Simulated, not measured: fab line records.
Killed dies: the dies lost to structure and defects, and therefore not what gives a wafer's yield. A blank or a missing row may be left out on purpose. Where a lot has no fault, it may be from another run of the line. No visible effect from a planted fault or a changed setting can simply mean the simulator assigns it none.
Split-lot experiment / flow rit-cmos / on a route of 202 steps: 5 lots, 27 wafers read

SPLIT DETAILS
At RIT_SILICIDE_SPUTTER_01 (material Ti, target thk 30 nm, time 240 s), the setting time-s was moved away from the recipe's 240 s on 12 of the 27 wafers read, by -47.2% to +16.4%. All remaining wafers had this setting at the recipe value.

SPLIT TO READING: what lies between them in the file, 1 step
- RIT_SILICIDE_RS_MEAS_02: measures by four-point-probe

THE READING
SILICIDE_TI_THK, in nm, at RIT_SILICIDE_THK_MEAS_03 (measures by xrf). A value of 29.5 nm with a standard deviation of 0.45 nm is what fault-free wafers of this fab line usually give.

wafer=L075.1; tool, chamber at the split=pvd-sputter-01, -; time-s as run, s=279.4; against the recipe=+16.4%; SILICIDE_TI_THK, nm=35.1; against lot-mates on the recipe=+5.2
wafer=L075.2; tool, chamber at the split=pvd-sputter-01, -; time-s as run, s=279.4; against the recipe=+16.4%; SILICIDE_TI_THK, nm=35.3; against lot-mates on the recipe=+5.4
wafer=L075.3; tool, chamber at the split=pvd-sputter-01, -; time-s as run, s=279.4; against the recipe=+16.4%; SILICIDE_TI_THK, nm=35.1; against lot-mates on the recipe=+5.2
wafer=L075.4; tool, chamber at the split=pvd-sputter-01, -; time-s as run, s=240; against the recipe=recipe; SILICIDE_TI_THK, nm=29.9; against lot-mates on the recipe=-
wafer=L075.5; tool, chamber at the split=pvd-sputter-01, -; time-s as run, s=240; against the recipe=recipe; SILICIDE_TI_THK, nm=30.0; against lot-mates on the recipe=-
wafer=L075.6; tool, chamber at the split=pvd-sputter-01, -; time-s as run, s=240; against the recipe=recipe; SILICIDE_TI_THK, nm=29.7; against lot-mates on the recipe=-
wafer=L076.1; tool, chamber at the split=pvd-sputter-03, -; time-s as run, s=240; against the recipe=recipe; SILICIDE_TI_THK, nm=29.7; against lot-mates on the recipe=-
wafer=L076.2; tool, chamber at the split=pvd-sputter-03, -; time-s as run, s=126.8; against the recipe=-47.2%; SILICIDE_TI_THK, nm=15.7; against lot-mates on the recipe=-13.9
wafer=L076.3; tool, chamber at the split=pvd-sputter-03, -; time-s as run, s=126.8; against the recipe=-47.2%; SILICIDE_TI_THK, nm=15.8; against lot-mates on the recipe=-13.8
wafer=L076.4; tool, chamber at the split=pvd-sputter-03, -; time-s as run, s=240; against the recipe=recipe; SILICIDE_TI_THK, nm=29.7; against lot-mates on the recipe=-
wafer=L076.5; tool, chamber at the split=pvd-sputter-03, -; time-s as run, s=126.8; against the recipe=-47.2%; SILICIDE_TI_THK, nm=15.8; against lot-mates on the recipe=-13.8
wafer=L076.6; tool, chamber at the split=pvd-sputter-03, -; time-s as run, s=240; against the recipe=recipe; SILICIDE_TI_THK, nm=29.4; against lot-mates on the recipe=-
wafer=L079.1; tool, chamber at the split=pvd-sputter-04, -; time-s as run, s=240; against the recipe=recipe; SILICIDE_TI_THK, nm=29.4; against lot-mates on the recipe=-
wafer=L079.3; tool, chamber at the split=pvd-sputter-04, -; time-s as run, s=240; against the recipe=recipe; SILICIDE_TI_THK, nm=29.4; against lot-mates on the recipe=-
wafer=L079.4; tool, chamber at the split=pvd-sputter-04, -; time-s as run, s=240; against the recipe=recipe; SILICIDE_TI_THK, nm=29.4; against lot-mates on the recipe=-
wafer=L081.1; tool, chamber at the split=pvd-sputter-04, -; time-s as run, s=162.6; against the recipe=-32.2%; SILICIDE_TI_THK, nm=19.6; against lot-mates on the recipe=-9.6
wafer=L081.2; tool, chamber at the split=pvd-sputter-04, -; time-s as run, s=240; against the recipe=recipe; SILICIDE_TI_THK, nm=29.2; against lot-mates on the recipe=-
wafer=L081.3; tool, chamber at the split=pvd-sputter-04, -; time-s as run, s=162.6; against the recipe=-32.2%; SILICIDE_TI_THK, nm=19.8; against lot-mates on the recipe=-9.4
wafer=L081.4; tool, chamber at the split=pvd-sputter-04, -; time-s as run, s=240; against the recipe=recipe; SILICIDE_TI_THK, nm=29.2; against lot-mates on the recipe=-
wafer=L081.5; tool, chamber at the split=pvd-sputter-04, -; time-s as run, s=162.6; against the recipe=-32.2%; SILICIDE_TI_THK, nm=19.7; against lot-mates on the recipe=-9.5
wafer=L081.6; tool, chamber at the split=pvd-sputter-04, -; time-s as run, s=240; against the recipe=recipe; SILICIDE_TI_THK, nm=29.3; against lot-mates on the recipe=-
wafer=L083.1; tool, chamber at the split=pvd-sputter-04, -; time-s as run, s=240; against the recipe=recipe; SILICIDE_TI_THK, nm=28.9; against lot-mates on the recipe=-
wafer=L083.2; tool, chamber at the split=pvd-sputter-04, -; time-s as run, s=183.4; against the recipe=-23.6%; SILICIDE_TI_THK, nm=21.9; against lot-mates on the recipe=-6.8
wafer=L083.3; tool, chamber at the split=pvd-sputter-04, -; time-s as run, s=183.4; against the recipe=-23.6%; SILICIDE_TI_THK, nm=22.0; against lot-mates on the recipe=-6.7
wafer=L083.4; tool, chamber at the split=pvd-sputter-04, -; time-s as run, s=240; against the recipe=recipe; SILICIDE_TI_THK, nm=28.6; against lot-mates on the recipe=-
wafer=L083.5; tool, chamber at the split=pvd-sputter-04, -; time-s as run, s=183.4; against the recipe=-23.6%; SILICIDE_TI_THK, nm=21.8; against lot-mates on the recipe=-6.9
wafer=L083.6; tool, chamber at the split=pvd-sputter-04, -; time-s as run, s=240; against the recipe=recipe; SILICIDE_TI_THK, nm=28.7; against lot-mates on the recipe=-

THE FIT
A straight line over all 27 wafers: SILICIDE_TI_THK changes by +0.302 nm for each +1% of time-s; r = +1.00; the points scatter about the line by 0.48 nm.
The same after taking each lot's own level away (the mean of its wafers on the recipe; 27 wafers): +0.297 nm for each +1%; r = +1.00; scatter 0.17 nm.
According to that fit, moving time-s by its largest amount changes the reading by 14 nm.
Across the lots, their own levels run from 28.73 to 29.87 nm, a range of 2.5 times the standard deviation given above.
The two slopes are in agreement: the lot-to-lot level therefore moves the slope only a little.
Check: with one of the wafers moved furthest among these (-47.2%) left out of the fit, the line predicts -13.9 nm for it against its lot-mates. It came out at -13.9 nm against them.

FURTHER SPLITS ON THESE WAFERS
Note: prior to the reading, these wafers also went through further splits. Each is held against what the fit with the lots' levels taken away leaves over:
other split on the same wafers=RIT_ACTIVE_ETCH_13 target-depth-a; wafers away from the commonest value=9; r with SILICIDE_TI_THK (lot level and that fit taken away)=-0.06
other split on the same wafers=RIT_GATE_ETCH_19 time-s; wafers away from the commonest value=9; r with SILICIDE_TI_THK (lot level and that fit taken away)=-0.12
other split on the same wafers=RIT_REOX_OXIDATION_03 ox-time-s; wafers away from the commonest value=21; r with SILICIDE_TI_THK (lot level and that fit taken away)=-0.28
other split on the same wafers=RIT_SPACER_ETCHBACK_05 target-depth-a; wafers away from the commonest value=9; r with SILICIDE_TI_THK (lot level and that fit taken away)=-0.18

THE WHOLE CHAIN: every reading that the file lists as answering this split, in the file's order
step=RIT_SILICIDE_SPUTTER_01; what it does=material Ti, target thk 30 nm, time 240 s; reading=Ti_of_SILICIDE_SPUTTER_01.thk-nm (the simulator's own value, which no gauge read); change (the file's fit)=+0.301 nm for each +1% of the setting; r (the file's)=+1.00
step=RIT_SILICIDE_RS_MEAS_02; what it does=measures by four-point-probe; reading=SILICIDE_TI_RS; change (the file's fit)=-1.09 for each +1% of the setting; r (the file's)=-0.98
step=RIT_SILICIDE_THK_MEAS_03; what it does=measures by xrf; reading=SILICIDE_TI_THK; change (the file's fit)=+0.296 for each +1% of the setting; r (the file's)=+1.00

FILE'S OWN FIT
SILICIDE_TI_THK changes by +0.296 nm for each +1% of time-s, r = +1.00.
